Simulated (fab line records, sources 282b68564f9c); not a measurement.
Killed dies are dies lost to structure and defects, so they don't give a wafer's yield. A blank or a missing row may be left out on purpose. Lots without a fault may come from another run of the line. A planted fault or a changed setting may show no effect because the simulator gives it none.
A struck lot beside a sound one | flow rit_cmos | 17 steps out of a route of 202
Sound: wafers L667.1, L667.3, L667.5. Struck: wafers L669.1, L669.3, L669.4. The cause comes at the end.
At each step with rows: each side's tool, then ch and its chambers, then its first start. Under that, the readings that differ: sound wafers | struck wafers | difference of the means | sigmas: that difference in standard deviations of wafers without a fault.
alike: readings whose means differ by less than 2 such deviations, and words and numbers that are the same on both sides. not compared: withheld readings, readings that some wafer has no value for, bounds like >300 that may hide the same value, and numbers for which the record gives no deviation and whose values overlap.
The two part at a step that has a row with sigmas, a row that says differs or no value, or rows on one side only. Numbers that don't overlap but have no deviation are shown without sigmas and don't part them. A reading that every wafer of one side lacks parts them only if that side has two wafers or more.

RIT_PWELL_TW_MEAS_10:
  sound on film_metro-04, day 2 16:47; struck on film_metro-04, day 3 02:35
  alike: PWELL_TW
then, 1 step without rows for these wafers: RIT_WELLDRIVE_ANNEAL_00 (time 14700 s).
RIT_WELLDRIVE_RS_MEAS_01: measures by four-point-probe.
  sound on film_metro-04, day 2 23:10; struck on film_metro-04, day 3 08:59
  alike: NWELL_RS
RIT_WELLDRIVE_RS_MEAS_02: measures by four-point-probe.
  sound on film_metro-04, day 2 23:17; struck on film_metro-04, day 3 09:06
  alike: PWELL_RS
then, 6 steps without rows for these wafers: RIT_NRETRO_HMDS_00 (prime time 60 s); RIT_NRETRO_COAT_01 (resist thk 1300 nm); RIT_NRETRO_SOFTBAKE_02 (time 60 s); RIT_NRETRO_EXPOSE_03 (exposes mask M4, target cd 43900 nm); RIT_NRETRO_PEB_04; RIT_NRETRO_DEVELOP_05 (develop time 68 s).
RIT_NRETRO_OVL_MEAS_06:
  sound on overlay-01, day 3 00:24; struck on overlay-01, day 3 10:06
  alike: NRETRO_OVL
then, 1 step without rows for these wafers: RIT_NRETRO_HARDBAKE_07 (time 120 s).
RIT_NRETRO_IMPLANT_08:
  sound on implanter-01 ch 0, day 3 00:41; struck on implanter-01 ch 0, day 3 10:23
  reading            | sound                           | struck                     | difference | sigmas
  dose_ions_cm2      | 1.0004e+13 9.992e+12 1.0008e+13 | 7.8e+12 7.791e+12 7.79e+12 | -2.2e+12   | -99 or more
  faraday_current_uA | 30.5 31.0 30.7                  | 24.4 24.2 23.7             | -6.6       | -10
  alike: beam_on_s
RIT_NRETRO_STRIP_09: strips in O2, time 180 s.
  sound on plasma_asher-04 ch 0,1, day 3 00:50; struck on plasma_asher-04 ch 0,1, day 3 10:32
  alike: chamber_pressure_mTorr, drypump_motor_current_A
  not compared: rf_hours_counter_h
RIT_NRETRO_TW_MEAS_10:
  sound on film_metro-03, day 3 01:01; struck on film_metro-04, day 3 10:45
  reading   | sound          | struck      | difference | sigmas
  NRETRO_TW | 1040 1039 1041 | 976 973 973 | -66        | -7
then, 1 step without rows for these wafers: RIT_PRETRO_HMDS_00 (prime time 60 s).
RIT_M1_PROBE_99:
  sound on prober-01, day 4 08:46; struck on prober-02, day 4 17:02
  reading                                 | sound                | struck               | difference | sigmas
  model.etest.pmos_0p3.r_on_ohm_um        | 6535 6326 6444       | 6166 6135 6259       | -248       |
  model.etest.pmos_0p15.drive_ua_um       | 244.2 247.8 251.2    | 263.6 268.6 262.3    | +17.1      |
  model.etest.pmos_turned.drive_ua_um     | 186 184.7 187.9      | 193.3 195.1 192      | +7.3       |
  model.etest.pmos_narrow.drive_ua_um     | 97.58 100.2 97.92    | 107.8 107.7 107.3    | +9.0       |
  model.etest.pmos_0p3.drive_ua_um        | 96.63 99.73 98.38    | 105.2 105.3 104.6    | +6.8       |
  model.etest.well_edge_right.line_ohm_um | 180.4 181 181.3      | 190.1 187.2 186.6    | +7.1       |
  model.etest.well_edge_left.line_ohm_um  | 180.9 181 183.1      | 187.4 186.9 187.4    | +5.6       |
  model.etest.pmos_0p15.off_log10_a_um    | -10.54 -10.54 -10.52 | -9.964 -10.01 -9.884 | +0.581     |
  alike: killed_at_contacts, killed_at_front_end, killed_dies, killed_open, killed_short

WHERE THEY PART
First at RIT_NRETRO_IMPLANT_08; last, within this record, at RIT_NRETRO_TW_MEAS_10. Later steps at which nothing parts them and some readings are alike: RIT_M1_PROBE_99.

WHY: what the simulator had put in
Process parameter drift: implanter-01, from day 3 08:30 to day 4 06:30, at RIT_NRETRO_IMPLANT_08. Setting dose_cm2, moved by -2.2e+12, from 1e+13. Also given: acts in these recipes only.
